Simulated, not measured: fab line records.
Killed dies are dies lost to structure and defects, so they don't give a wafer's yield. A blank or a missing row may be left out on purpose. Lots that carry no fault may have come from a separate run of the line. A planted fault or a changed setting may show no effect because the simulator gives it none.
fab line records | flow ritCmos
record lots=6 | wafers=18 | lastDay=6
route steps=202 shown WELLDRIVE@50 NWELL@51 PWELL@52 NRETRO@53 PRETRO@64 GATE@75 FOX2@80 M1@202
lots with no fault: from the same line, run without faults
startH: hours from the record's opening day to when the first of the lot's shown wafers began | waitH: hours from the lot's prior step to this one | " repeats the value in the row above | L1.1+2: several wafers, shown together as one row | - no value, or no start given | * or withheld: withheld | < > ~ a bound
route shown NAME@n: NAME is a module with steps in the file, n the number in the route of the first one | usual: mean and standard deviation over wafers with no fault | same: alike in all rows | chamber/n: place in a boat | sites: each site's reading | _std_site: the values' standard deviation | _edge_site: the outer-site mean with the inner-site mean subtracted | radiusMm: for every site, how far away it sits from the centre of the wafer | mask NAME#n: copy n | behind: tool/chamber where the wafer was last shaped | hold: reason for holding the lot/hours on hold/outcome of the hold | device: transistor that didn't switch, given as n, p or np | end of line: tests of these same wafers at the route's end | a step without rows: its recipe alone | killed: the dies lost at the first sort to structure and to defects; this is not the yield of the wafer | map: per-die view of a wafer (x killed, . not killed, _ where there is no die)
set.NAME: the setting that was run; set.NAME@STEP: the one run at that earlier step | model.NAME: the simulator's own value behind a step, which no gauge read
lots seen at some steps along the route; tables by step, rows by wafer
services: a tool's chamber out of use, with start hour (startH, from the record's first day; less than 0 if before it), hours out, and reason
## steps
# step RIT_WELLDRIVE_ANNEAL_00
# recipe tempC=1100 | timeS=14700 | ambient=N2
# step RIT_WELLDRIVE_RS_MEAS_01
# recipe thkMeasGauge=four-point-probe
# usual NWELL_RS=274.9/0.76
lot.wafer | tool         | chamber | startH | waitH | NWELL_RS[ohm/sq]
L545.3    | filmMetro-04 | -       | 32.93  | 0.0   | 274.4
L545.5    | "            | -       | "      | "     | 273.2
L545.6    | "            | -       | "      | "     | 273.9
L552.1    | filmMetro-03 | -       | 70.18  | 0.0   | 276.4
L552.3    | "            | -       | "      | "     | 276.3
L552.6    | "            | -       | "      | "     | 275.7
L558.4    | filmMetro-01 | -       | 103.00 | 0.1   | 276.0
L558.5    | "            | -       | "      | "     | 276.7
L558.6    | "            | -       | "      | "     | 276.2
L560.3    | filmMetro-03 | -       | 110.19 | 0.0   | 275.6
L560.4    | "            | -       | "      | "     | 274.9
L560.6    | "            | -       | "      | "     | 275.6
L561.1    | filmMetro-03 | -       | 114.94 | 0.0   | 275.1
L561.5    | "            | -       | "      | "     | 274.2
L561.6    | "            | -       | "      | "     | 273.9
L563.3    | filmMetro-01 | -       | 122.92 | 0.0   | 275.1
L563.5    | "            | -       | "      | "     | 275.3
L563.6    | "            | -       | "      | "     | 274.7
# step RIT_WELLDRIVE_RS_MEAS_02
# recipe thkMeasGauge=four-point-probe
# usual PWELL_RS=429.1/1.4
lot.wafer | tool         | chamber | startH | waitH | PWELL_RS[ohm/sq]
L545.3    | filmMetro-04 | -       | 33.05  | 0.1   | 427.2
L545.5    | "            | -       | "      | "     | 427.9
L545.6    | "            | -       | "      | "     | 427.0
L552.1    | filmMetro-03 | -       | 70.30  | 0.1   | 429.0
L552.3    | "            | -       | "      | "     | 428.4
L552.6    | "            | -       | "      | "     | 428.7
L558.4    | filmMetro-01 | -       | 103.12 | 0.1   | 429.3
L558.5    | "            | -       | "      | "     | 429.8
L558.6    | "            | -       | "      | "     | 430.4
L560.3    | filmMetro-03 | -       | 110.31 | 0.1   | 430.1
L560.4    | "            | -       | "      | "     | 428.9
L560.6    | "            | -       | "      | "     | 429.8
L561.1    | filmMetro-03 | -       | 115.06 | 0.1   | 429.0
L561.5    | "            | -       | "      | "     | 429.0
L561.6    | "            | -       | "      | "     | 430.0
L563.3    | filmMetro-01 | -       | 123.04 | 0.1   | 431.1
L563.5    | "            | -       | "      | "     | 430.1
L563.6    | "            | -       | "      | "     | 430.0
# step RIT_NRETRO_HMDS_00
# recipe primeTimeS=60 | primeTempC=140
# step RIT_NRETRO_COAT_01
# recipe resist=NOVOLAK | spinRpm=2000 | resistThkNm=1300
# step RIT_NRETRO_SOFTBAKE_02
# recipe resist=NOVOLAK | tempC=90 | timeS=60
# step RIT_NRETRO_EXPOSE_03
# recipe maskId=M4 | na=0.57 | targetCdNm=43900 | doseMj=250
# step RIT_NRETRO_PEB_04
# recipe resist=NOVOLAK | tempC=withheld | timeS=withheld
# step RIT_NRETRO_DEVELOP_05
# recipe resist=NOVOLAK | developTimeS=68 | devTempC=23
# step RIT_NRETRO_OVL_MEAS_06
# usual NRETRO_OVL=-0.3/1.4
lot.wafer | tool       | chamber | startH | waitH | NRETRO_OVL[nm]
L545.3    | overlay-02 | -       | 34.15  | -     | 1.4
L545.5    | "          | -       | "      | "     | -0.2
L545.6    | "          | -       | "      | "     | 0.1
L552.1    | overlay-02 | -       | 71.43  | -     | -2.3
L552.3    | "          | -       | "      | "     | -2.3
L552.6    | "          | -       | "      | "     | -1.0
L558.4    | overlay-01 | -       | 104.07 | -     | 0.8
L558.5    | "          | -       | "      | "     | 2.4
L558.6    | "          | -       | "      | "     | 1.1
L560.3    | overlay-01 | -       | 111.41 | -     | -0.7
L560.4    | "          | -       | "      | "     | 0.2
L560.6    | "          | -       | "      | "     | 0.3
L561.1    | overlay-01 | -       | 116.18 | -     | -0.2
L561.5    | "          | -       | "      | "     | -0.6
L561.6    | "          | -       | "      | "     | 1.7
L563.3    | overlay-02 | -       | 124.15 | -     | -1.1
L563.5    | "          | -       | "      | "     | 1.4
L563.6    | "          | -       | "      | "     | -1.6
# step RIT_NRETRO_HARDBAKE_07
# recipe resist=NOVOLAK | tempC=140 | timeS=120
# step RIT_NRETRO_IMPLANT_08
# recipe species=P | energyKev=70 | doseCm2=1e+13 | tiltDeg=7
# step RIT_NRETRO_STRIP_09
# recipe chemistry=O2 | timeS=180 | resist=NOVOLAK | platenTempC=withheld | powerW=500 | pressureMtorr=4000 | o2FlowSccm=4000
# usual drypumpMotorCurrentA=5.4/0.33
lot.wafer | tool           | chamber | startH | waitH | drypumpMotorCurrentA | rfHoursCounterH
L545.3    | plasmaAsher-03 | 1       | 34.63  | 0.1   | 5.0                  | -
L545.5    | "              | 0       | "      | "     | 5.9                  | -
L545.6    | "              | 1       | "      | "     | 5.0                  | -
L552.1    | plasmaAsher-02 | 1       | 71.86  | 0.1   | 5.4                  | 29
L552.3    | "              | 1       | "      | "     | 5.4                  | -
L552.6    | "              | 1       | "      | "     | 5.4                  | -
L558.4    | plasmaAsher-03 | 1       | 104.64 | 0.1   | 5.0                  | -
L558.5    | "              | 0       | "      | "     | 5.9                  | -
L558.6    | "              | 1       | "      | "     | 5.0                  | -
L560.3    | plasmaAsher-03 | 0       | 111.89 | 0.1   | 5.9                  | -
L560.4    | "              | 1       | "      | "     | 5.0                  | -
L560.6    | "              | 0       | "      | "     | 5.9                  | -
L561.1    | plasmaAsher-02 | 1       | 116.67 | 0.1   | 5.4                  | 33
L561.5    | "              | 0       | "      | "     | 5.3                  | -
L561.6    | "              | 1       | "      | "     | 5.4                  | -
L563.3    | plasmaAsher-02 | 1       | 124.63 | 0.1   | 5.5                  | -
L563.5    | "              | 0       | "      | "     | 5.4                  | -
L563.6    | "              | 1       | "      | "     | 5.4                  | -
# step RIT_NRETRO_TW_MEAS_10
# usual NRETRO_TW=1040/14
lot.wafer | tool         | chamber | startH | waitH | NRETRO_TW
L545.3    | filmMetro-02 | -       | 34.77  | 0.1   | 1035
L545.5    | "            | -       | "      | "     | 1038
L545.6    | "            | -       | "      | "     | 1038
L552.1    | filmMetro-02 | -       | 72.04  | 0.1   | 1034
L552.3    | "            | -       | "      | "     | 1035
L552.6    | "            | -       | "      | "     | 1038
L558.4    | filmMetro-02 | -       | 104.78 | 0.1   | 1045
L558.5    | "            | -       | "      | "     | 1041
L558.6    | "            | -       | "      | "     | 1040
L560.3    | filmMetro-01 | -       | 112.02 | 0.1   | 1023
L560.4    | "            | -       | "      | "     | 1030
L560.6    | "            | -       | "      | "     | 1023
L561.1    | filmMetro-04 | -       | 116.84 | 0.1   | 1062
L561.5    | "            | -       | "      | "     | 1057
L561.6    | "            | -       | "      | "     | 1059
L563.3    | filmMetro-02 | -       | 124.77 | 0.1   | 1048
L563.5    | "            | -       | "      | "     | 1041
L563.6    | "            | -       | "      | "     | 1050
# step RIT_PRETRO_HMDS_00
# recipe primeTimeS=60 | primeTempC=140
# step RIT_PRETRO_COAT_01
# recipe resist=NOVOLAK | spinRpm=2000 | resistThkNm=1300
# step RIT_PRETRO_SOFTBAKE_02
# recipe resist=NOVOLAK | tempC=90 | timeS=60
# step RIT_PRETRO_EXPOSE_03
# recipe maskId=M5 | na=0.57 | targetCdNm=43700 | doseMj=250
# step RIT_PRETRO_PEB_04
# recipe resist=NOVOLAK | tempC=withheld | timeS=withheld
# step RIT_PRETRO_DEVELOP_05
# recipe resist=NOVOLAK | developTimeS=68 | devTempC=23
# step RIT_PRETRO_OVL_MEAS_06
# usual PRETRO_OVL=0.2/1.2
lot.wafer | tool       | chamber | startH | waitH | PRETRO_OVL[nm]
L545.3    | overlay-02 | -       | 35.70  | -     | -1.3
L545.5    | "          | -       | "      | "     | -0.8
L545.6    | "          | -       | "      | "     | -0.1
L552.1    | overlay-02 | -       | 72.98  | -     | -0.2
L552.3    | "          | -       | "      | "     | -0.9
L552.6    | "          | -       | "      | "     | -0.4
L558.4    | overlay-01 | -       | 105.84 | -     | -0.8
L558.5    | "          | -       | "      | "     | -0.9
L558.6    | "          | -       | "      | "     | -2.2
L560.3    | overlay-02 | -       | 113.08 | -     | 0.5
L560.4    | "          | -       | "      | "     | -2.1
L560.6    | "          | -       | "      | "     | 0.1
L561.1    | overlay-01 | -       | 117.91 | -     | 1.7
L561.5    | "          | -       | "      | "     | 1.6
L561.6    | "          | -       | "      | "     | 1.6
L563.3    | overlay-01 | -       | 125.72 | -     | -0.2
L563.5    | "          | -       | "      | "     | -1.3
L563.6    | "          | -       | "      | "     | -0.9
# step RIT_PRETRO_HARDBAKE_07
# recipe resist=NOVOLAK | tempC=140 | timeS=120
# step RIT_PRETRO_IMPLANT_08
# recipe species=B | energyKev=45 | doseCm2=1.2e+13 | tiltDeg=7
# step RIT_PRETRO_STRIP_09
# recipe chemistry=O2 | timeS=180 | resist=NOVOLAK | platenTempC=withheld | powerW=500 | pressureMtorr=4000 | o2FlowSccm=4000
# usual drypumpMotorCurrentA=5.44/0.26
lot.wafer | tool           | chamber | startH | waitH | drypumpMotorCurrentA | rfHoursCounterH
L545.3    | plasmaAsher-02 | 1       | 36.21  | 0.1   | 5.37                 | -
L545.5    | "              | 1       | "      | "     | 5.38                 | -
L545.6    | "              | 0       | "      | "     | 5.37                 | -
L552.1    | plasmaAsher-02 | 0       | 73.41  | 0.1   | 5.38                 | 29
L552.3    | "              | 1       | "      | "     | 5.39                 | -
L552.6    | "              | 0       | "      | "     | 5.34                 | -
L558.4    | plasmaAsher-02 | 0       | 106.31 | 0.1   | 5.37                 | -
L558.5    | "              | 1       | "      | "     | 5.38                 | -
L558.6    | "              | 0       | "      | "     | 5.38                 | -
L560.3    | plasmaAsher-02 | 0       | 113.56 | 0.1   | 5.32                 | -
L560.4    | "              | 1       | "      | "     | 5.45                 | -
L560.6    | "              | 1       | "      | "     | 5.40                 | -
L561.1    | plasmaAsher-04 | 0       | 118.34 | 0.1   | 5.94                 | 47
L561.5    | "              | 0       | "      | "     | 5.95                 | -
L561.6    | "              | 1       | "      | "     | 5.18                 | -
L563.3    | plasmaAsher-01 | 1       | 126.20 | 0.1   | 5.24                 | -
L563.5    | "              | 0       | "      | "     | 5.28                 | -
L563.6    | "              | 1       | "      | "     | 5.28                 | -
# step RIT_PRETRO_TW_MEAS_10
# usual PRETRO_TW=474/3.6
lot.wafer | tool         | chamber | startH | waitH | PRETRO_TW
L545.3    | filmMetro-02 | -       | 36.35  | 0.1   | 468
L545.5    | "            | -       | "      | "     | 470
L545.6    | "            | -       | "      | "     | 469
L552.1    | filmMetro-02 | -       | 73.59  | 0.1   | 467
L552.3    | "            | -       | "      | "     | 469
L552.6    | "            | -       | "      | "     | 469
L558.4    | filmMetro-04 | -       | 106.46 | 0.1   | 477
L558.5    | "            | -       | "      | "     | 476
L558.6    | "            | -       | "      | "     | 476
L560.3    | filmMetro-02 | -       | 113.70 | 0.1   | 471
L560.4    | "            | -       | "      | "     | 469
L560.6    | "            | -       | "      | "     | 469
L561.1    | filmMetro-03 | -       | 118.52 | 0.1   | 475
L561.5    | "            | -       | "      | "     | 474
L561.6    | "            | -       | "      | "     | 473
L563.3    | filmMetro-04 | -       | 126.34 | 0.1   | 477
L563.5    | "            | -       | "      | "     | 478
L563.6    | "            | -       | "      | "     | 477
# step RIT_GATE_WET_ETCH_00
# recipe chemistry=BOE | target=SiO2 | targetDepthNm=56 | timeS=60 | dry=n2Spin | dilution=10:1 | tempC=21.5
# step RIT_GATE_CLEAN_01
# recipe chemistry=SC1 | mix=3:3:50 | timeS=600 | tempC=75
# step RIT_GATE_CLEAN_02
# recipe chemistry=dHF | dilution=50:1 | timeS=30
# step RIT_GATE_CLEAN_03
# recipe chemistry=SC2 | mix=3:3:50 | timeS=600 | tempC=75 | dry=n2Spin
# step RIT_GATE_CLEAN_04
# recipe chemistry=dHF | dilution=50:1 | timeS=60 | dry=n2Spin
# step RIT_FOX2_THK_MEAS_91
# recipe reads=SiO2_of_FOX2_OXIDATION_00
# usual FIELD_OXIDE_LEFT_2_THK=252/5.4
lot.wafer | tool         | chamber | startH | waitH | FIELD_OXIDE_LEFT_2_THK[nm]
L545.3    | filmMetro-01 | -       | 36.83  | 0.0   | 255
L545.5    | "            | -       | "      | "     | 252
L545.6    | "            | -       | "      | "     | 251
L552.1    | filmMetro-03 | -       | 74.08  | 0.0   | 255
L552.3    | "            | -       | "      | "     | 252
L552.6    | "            | -       | "      | "     | 251
L558.4    | filmMetro-03 | -       | 106.94 | 0.0   | 240
L558.5    | "            | -       | "      | "     | 245
L558.6    | "            | -       | "      | "     | 241
L560.3    | filmMetro-01 | -       | 114.18 | 0.0   | 238
L560.4    | "            | -       | "      | "     | 243
L560.6    | "            | -       | "      | "     | 242
L561.1    | filmMetro-01 | -       | 119.00 | 0.0   | 247
L561.5    | "            | -       | "      | "     | 253
L561.6    | "            | -       | "      | "     | 252
L563.3    | filmMetro-02 | -       | 126.82 | 0.0   | 253
L563.5    | "            | -       | "      | "     | 248
L563.6    | "            | -       | "      | "     | 253
# step RIT_GATE_OXIDATION_05
# recipe tempC=900 | ambient=O2 | targetThkA=30 | oxTimeS=270
# step RIT_GATE_ANNEAL_06
# recipe tempC=900 | timeS=600 | ambient=N2O
# step RIT_GATE_THK_MEAS_07
# recipe reads=SiO2_of_GATE_OXIDATION_05
# usual GATE_OXIDE_THK=2.98/0.054
lot.wafer | tool         | chamber | startH | waitH | GATE_OXIDE_THK[nm]
L545.3    | filmMetro-02 | -       | 38.40  | 0.0   | 3.03
L545.5    | "            | -       | "      | "     | 3.05
L545.6    | "            | -       | "      | "     | 2.99
L552.1    | filmMetro-03 | -       | 81.67  | 0.0   | 2.95
L552.3    | "            | -       | "      | "     | 2.87
L552.6    | "            | -       | "      | "     | 3.01
L558.4    | filmMetro-03 | -       | 109.88 | 0.0   | 3.06
L558.5    | "            | -       | "      | "     | 3.02
L558.6    | "            | -       | "      | "     | 2.99
L560.3    | filmMetro-03 | -       | 117.06 | 0.0   | 2.95
L560.4    | "            | -       | "      | "     | 3.04
L560.6    | "            | -       | "      | "     | 3.01
L561.1    | filmMetro-02 | -       | 120.38 | 0.0   | 3.02
L561.5    | "            | -       | "      | "     | 3.13
L561.6    | "            | -       | "      | "     | 3.01
L563.3    | filmMetro-01 | -       | 128.20 | 0.0   | 2.91
L563.5    | "            | -       | "      | "     | 2.90
L563.6    | "            | -       | "      | "     | 2.91
# step RIT_GATE_CVD_08
# recipe material=poly-Si | targetThkNm=250 | tempC=610 | precursor=SiH4 | timeS=2220 | pressureMtorr=300 | sih4FlowSccm=100
# step RIT_GATE_THK_MEAS_09
# recipe reads=poly-Si_of_GATE_CVD_08
# usual GATE_POLY_THK=250.1/2.1
lot.wafer | tool         | chamber | startH | waitH | GATE_POLY_THK[nm]
L545.3    | filmMetro-01 | -       | 40.08  | 0.0   | 248.6
L545.5    | "            | -       | "      | "     | 250.1
L545.6    | "            | -       | "      | "     | 249.7
L552.1    | filmMetro-03 | -       | 83.35  | 0.0   | 249.5
L552.3    | "            | -       | "      | "     | 251.7
L552.6    | "            | -       | "      | "     | 252.0
L558.4    | filmMetro-01 | -       | 111.56 | 0.0   | 250.4
L558.5    | "            | -       | "      | "     | 248.9
L558.6    | "            | -       | "      | "     | 251.8
L560.3    | filmMetro-02 | -       | 118.74 | 0.0   | 253.1
L560.4    | "            | -       | "      | "     | 250.6
L560.6    | "            | -       | "      | "     | 249.3
L561.1    | filmMetro-03 | -       | 122.06 | 0.0   | 249.5
L561.5    | "            | -       | "      | "     | 249.0
L561.6    | "            | -       | "      | "     | 247.7
L563.3    | filmMetro-02 | -       | 130.17 | 0.0   | 251.6
L563.5    | "            | -       | "      | "     | 252.7
L563.6    | "            | -       | "      | "     | 249.7
# step RIT_GATE_HMDS_10
# recipe primeTimeS=60 | primeTempC=140
# step RIT_GATE_COAT_11
# recipe resist=NOVOLAK | spinRpm=4250 | resistThkNm=850
# step RIT_GATE_SOFTBAKE_12
# recipe resist=NOVOLAK | tempC=90 | timeS=60
# step RIT_GATE_EXPOSE_13
# recipe maskId=M6 | na=0.6 | sourceShape=conventional | sigmaOuter=0.6 | targetCdNm=150 | doseMj=380
# step RIT_GATE_PEB_14
# recipe resist=NOVOLAK | tempC=withheld | timeS=withheld
# step RIT_GATE_DEVELOP_15
# recipe resist=NOVOLAK | developTimeS=50 | devTempC=23
# step RIT_M1_PROBE_99
# usual killedAtContacts=0.1/0.31 | killedAtFrontEnd=6.8/2.7 | killedDies=6.9/2.7 | killedOnRim=1.8/1.4 | killedOpen=3.3/1.8 | killedShort=3.5/1.8
# same grossDies=264 | killed_at_M0_to_M3=0 | killed_at_M4_up=0 | killedAtBackSide=0 | killedAtOther=0
lot.wafer | tool      | chamber | startH | waitH | killedAtContacts | killedAtFrontEnd | killedDies | killedOnRim | killedOpen | killedShort
L545.3    | prober-01 | -       | 61.56  | 0.2   | 0                | 4                | 4          | 0           | 2          | 1
L545.5    | prober-01 | -       | 61.66  | 0.2   | 0                | 5                | 5          | 1           | 3          | 2
L545.6    | prober-01 | -       | 61.71  | 0.2   | 1                | 5                | 6          | 0           | 3          | 3
L552.1    | prober-01 | -       | 106.95 | 0.1   | 0                | 7                | 7          | 0           | 4          | 3
L552.3    | prober-01 | -       | 107.05 | 0.2   | 0                | 8                | 8          | 4           | 3          | 5
L552.6    | prober-01 | -       | 107.20 | 0.2   | 0                | 8                | 8          | 3           | 3          | 5
L558.4    | prober-02 | -       | 134.59 | 0.2   | 0                | 8                | 8          | 3           | 2          | 6
L558.5    | prober-02 | -       | 134.64 | 0.2   | 0                | 31               | 31         | 10          | 4          | 6
L558.6    | prober-02 | -       | 134.69 | 0.2   | 0                | 6                | 6          | 2           | 0          | 6
L560.3    | prober-02 | -       | 140.99 | 0.2   | 0                | 25               | 25         | 11          | 4          | 1
L560.4    | prober-02 | -       | 141.04 | 0.2   | 1                | 9                | 10         | 5           | 3          | 6
L560.6    | prober-02 | -       | 141.14 | 0.2   | 0                | 22               | 22         | 11          | 2          | 0
L561.1    | prober-01 | -       | 143.44 | 0.1   | 0                | 5                | 5          | 1           | 4          | 1
L561.5    | prober-01 | -       | 143.64 | 0.2   | 0                | 9                | 9          | 1           | 6          | 3
L561.6    | prober-01 | -       | 143.69 | 0.2   | 0                | 8                | 8          | 1           | 2          | 6
L563.3    | prober-01 | -       | 152.16 | 0.2   | 0                | 13               | 13         | 3           | 7          | 6
L563.5    | prober-01 | -       | 152.26 | 0.2   | 0                | 4                | 4          | 0           | 1          | 3
L563.6    | prober-01 | -       | 152.31 | 0.2   | 0                | 3                | 3          | 0           | 0          | 3
# killed by level:class
L545.3 FOX1:geometricParticle:short=1 FOX1:geometricParticle:open=1 SPACER:geometricParticle:open=1 NRETRO:coatMicrobubblePrinted=1
L545.5 SPACER:geometricParticle:open=2 GATE:geometricParticle:short=1 REOX:geometricParticle:open=1 SPACER:geometricParticle:short=1
L545.6 FOX1:geometricParticle:short=1 FOX2:geometricParticle:short=1 GATE:geometricParticle:open=1 REOX:geometricParticle:open=1 SPACER:geometricParticle:short=1 CONTACT:geometricParticle:open=1
L552.1 GATE:geometricParticle:open=4 FOX1:geometricParticle:short=1 FOX2:geometricParticle:short=1 SILICIDE:geometricParticle:short=1
L552.3 FOX1:geometricParticle:short=2 GATE:geometricParticle:short=2 FOX1:geometricParticle:open=1 GATE:geometricParticle:open=1 REOX:geometricParticle:short=1 SILICIDE:geometricParticle:open=1
L552.6 REOX:geometricParticle:short=3 SILICIDE:geometricParticle:open=2 GATE:geometricParticle:short=1 SPACER:geometricParticle:open=1 SILICIDE:geometricParticle:short=1
L558.4 GATE:geometricParticle:short=2 SILICIDE:geometricParticle:short=2 GATE:geometricParticle:open=1 REOX:geometricParticle:short=1 SPACER:geometricParticle:short=1 SPACER:geometricParticle:open=1
L558.5 NRETRO:unspecified=21 SPACER:geometricParticle:short=3 GATE:geometricParticle:short=2 GATE:geometricParticle:open=2 SPACER:geometricParticle:open=2 FOX1:geometricParticle:short=1
L558.6 GATE:geometricParticle:short=3 SPACER:geometricParticle:short=3
L560.3 NRETRO:unspecified=20 GATE:geometricParticle:open=3 FOX2:geometricParticle:open=1 GATE:geometricParticle:short=1
L560.4 GATE:geometricParticle:short=3 FOX1:geometricParticle:short=2 GATE:geometricParticle:open=2 FOX1:geometricParticle:open=1 SILICIDE:geometricParticle:short=1 CONTACT:coatMicrobubblePrinted=1
L560.6 NRETRO:unspecified=20 GATE:geometricParticle:open=2
L561.1 SILICIDE:geometricParticle:open=2 FOX2:geometricParticle:open=1 GATE:geometricParticle:short=1 GATE:geometricParticle:open=1
L561.5 REOX:geometricParticle:short=2 SILICIDE:geometricParticle:open=2 ACTIVE:geometricParticle:open=1 FOX2:geometricParticle:open=1 GATE:geometricParticle:open=1 REOX:geometricParticle:open=1 SILICIDE:geometricParticle:short=1
L561.6 GATE:geometricParticle:short=4 GATE:geometricParticle:open=2 REOX:geometricParticle:short=1 SPACER:geometricParticle:short=1
L563.3 SILICIDE:geometricParticle:open=3 GATE:geometricParticle:short=2 GATE:geometricParticle:open=2 REOX:geometricParticle:short=2 FOX1:geometricParticle:open=1 FOX1:geometricParticle:short=1 REOX:geometricParticle:open=1 SILICIDE:geometricParticle:short=1
L563.5 SILICIDE:geometricParticle:short=2 SPACER:geometricParticle:short=1 SILICIDE:geometricParticle:open=1
L563.6 GATE:geometricParticle:short=2 REOX:geometricParticle:short=1
# map L558.5 (x killed, . not)
________......._______
_____....x.....x.x____
____...............___
___...x.....x..x....__
__......x............_
__..........x........_
_.....................
_.............x.......
_.....................
_.....................
__...............x..._
__.....x.x..........._
___..xx.xx..........__
____xxxxxxx........___
_____xxxxxx.......____
________xx....._______
# map L560.3 (x killed, . not)
________......._______
_____.............____
____...............___
___.................__
__..x................_
__..................._
_.................x...
_.....................
_.....................
_.....................
__..x................_
__..................._
___.xxxxx...........__
____xxxxxxx........___
_____xxxxx.x......____
________xxxx..._______
## services
tool           | chamber | startH | hours | kind
plasmaAsher-02 | -       | 26.34  | 0.9   | repair
plasmaAsher-01 | -       | 31.89  | 11.1  | repair
plasmaAsher-01 | -       | 108.75 | 9.0   | pm
plasmaAsher-01 | 0       | 108.75 | 9.0   | ventCycle
plasmaAsher-01 | 1       | 108.75 | 9.0   | ventCycle
plasmaAsher-04 | -       | 116.28 | 1.5   | repair
plasmaAsher-01 | 0       | 117.75 | -     | clean
plasmaAsher-01 | 1       | 117.75 | -     | clean
## key
firstSign step=RIT_M1_PROBE_99 | reading=killedAtFrontEnd | direction=up | sigmas=7.1 | usual=6.8 | struck=26
effect step=RIT_M1_PROBE_99 | reading=killedDies | direction=up | sigmas=7.1 | usual=6.9 | struck=26
metAt RIT_NRETRO_STRIP_09
struckWafers L558.5,L560.3,L560.6
testerLeftOut L558,L560
onsetBetween 34.63 104.64
fault kind=chamberParticleSource | tool=plasmaAsher-03 | chamber=0 | onsetH=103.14 | steps=RIT_NRETRO_STRIP_09 | ratePerVisitCm2=0.82394 | endH=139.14
# testerLeftOut: of these lots the tester's yield and bins aren't shown, on N5 and GAA mostly nor the transistor test; their killed dies are dies lost to structure and defects alone, not to doping, threshold or leakage, so they don't give the yield
